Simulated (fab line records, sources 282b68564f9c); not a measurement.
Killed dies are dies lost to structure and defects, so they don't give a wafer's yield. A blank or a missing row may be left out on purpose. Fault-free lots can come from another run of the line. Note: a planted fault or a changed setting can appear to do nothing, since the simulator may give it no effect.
8D (eight disciplines) problem report, filled in by code -- flow ritCmos -- the parts of the form that need people (team, actions taken, sign-off) are left out

1. THE PROBLEM
Mean ACTIVE_NITRIDE_THK at RIT_ACTIVE_THK_MEAS_04: 122.0 nm over 6 wafers in 2 lots; fault-free wafers: 149.8 nm, standard deviation 1.2. That is -23 standard deviations from the usual mean.
First seen on wafer L856.3, day 2 14:33, on filmMetro-03. At this step, 42 wafers from 14 lots have a number in the record. Rule for "out" (also "out of limits"): further than 4 standard deviations from the usual mean. The rest of the wafers with a number are treated as sound.

2. WHAT IT IS, AND WHAT IT ISN'T
question,is,is not
which readings at this step,ACTIVE_NITRIDE_THK,-
which lots,"L856, L857","L851, L854, L855, L864, L865, L866, L868, L870, L871, L872, L873, L874"
which wafers of those lots,all that have a number,-
read on which gauges,filmMetro-03,"filmMetro-02, filmMetro-04"
when,from day 2 14:33,"up to then (9 sound wafers); but 27 sound wafers of L864, L865, L866, L868, L870, L871, L872, L873, L874 came after"

3. WHAT RULES OUT EACH SUSPECT
Counting: any tool at a process step up to the reading is kept as a suspect provided that every lot that is out went through it and no sound lot did after the first of them.
- the gauge at RIT_ACTIVE_THK_MEAS_04: ruled out. All the wafers that are out were read on filmMetro-03, but those of them that RIT_ACTIVE_CVD_03 has rows for are out there too, on other tools.
- lpcvd-02 at RIT_ACTIVE_CVD_03 (deposits Si3N4 from SiH2Cl2/NH3, target thk 150 nm, time 1500 s): ruled out as a lasting fault. Following L856 (day 2 13:07), the first lot on it that is out, the sound lots L872 were run on it.
Left after counting: nothing in the record.

4. THE CAUSE (what the simulator had put in)
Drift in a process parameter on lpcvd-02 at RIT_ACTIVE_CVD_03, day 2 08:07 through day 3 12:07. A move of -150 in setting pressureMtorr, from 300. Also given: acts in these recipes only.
Counting ruled it out, wrongly: the rule takes a fault to strike every lot that its tool runs from its start on, and this one did not.

5. THE EFFECT CHAIN, in route order
Each row: a reading where the mean over the struck wafers with a number is more than 3 standard deviations away from the usual. Readings are gone through only where the record gives a usual standard deviation; hours: the median, over the lots, of the time from a lot's start at the first step in this table giving one to that lot's start at this step; sigmas: the change measured in usual standard deviations.
hours,step,reading,usual,on struck wafers,change,sigmas
0,RIT_ACTIVE_CVD_03,pressureMtorr,300.0 mTorr,149.8,-150.2,-99 or more
1,RIT_ACTIVE_THK_MEAS_04,ACTIVE_NITRIDE_THK,149.8 nm,122.0,-27.8,-23
3,RIT_ACTIVE_ETCH_13,oesProductAu,0.817 a.u.,0.734,-0.083,-7.5
It contains these process steps:
- RIT_ACTIVE_CVD_03: deposits Si3N4 from SiH2Cl2/NH3, target thk 150 nm, time 1500 s.
- RIT_ACTIVE_ETCH_13: etches Si3N4 in SF6, stops on SiO2, time 210 s, target depth 210 nm.
Later measuring or inspecting steps at which every struck wafer that the step has a row for has a number for every such reading, and none has moved that far: RIT_CONTACT_CD_MEAS_08.

6. HOW IT WOULD HAVE BEEN CAUGHT EARLIER
In this record the first reading out of limits at a measuring or inspecting step was taken at day 2 14:33, 6 hours after the fault began at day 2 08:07.
Tool's own readings at RIT_ACTIVE_CVD_03, pressureMtorr: out on all struck wafers the step has rows for; an alarm limit on them would have tripped on the first.
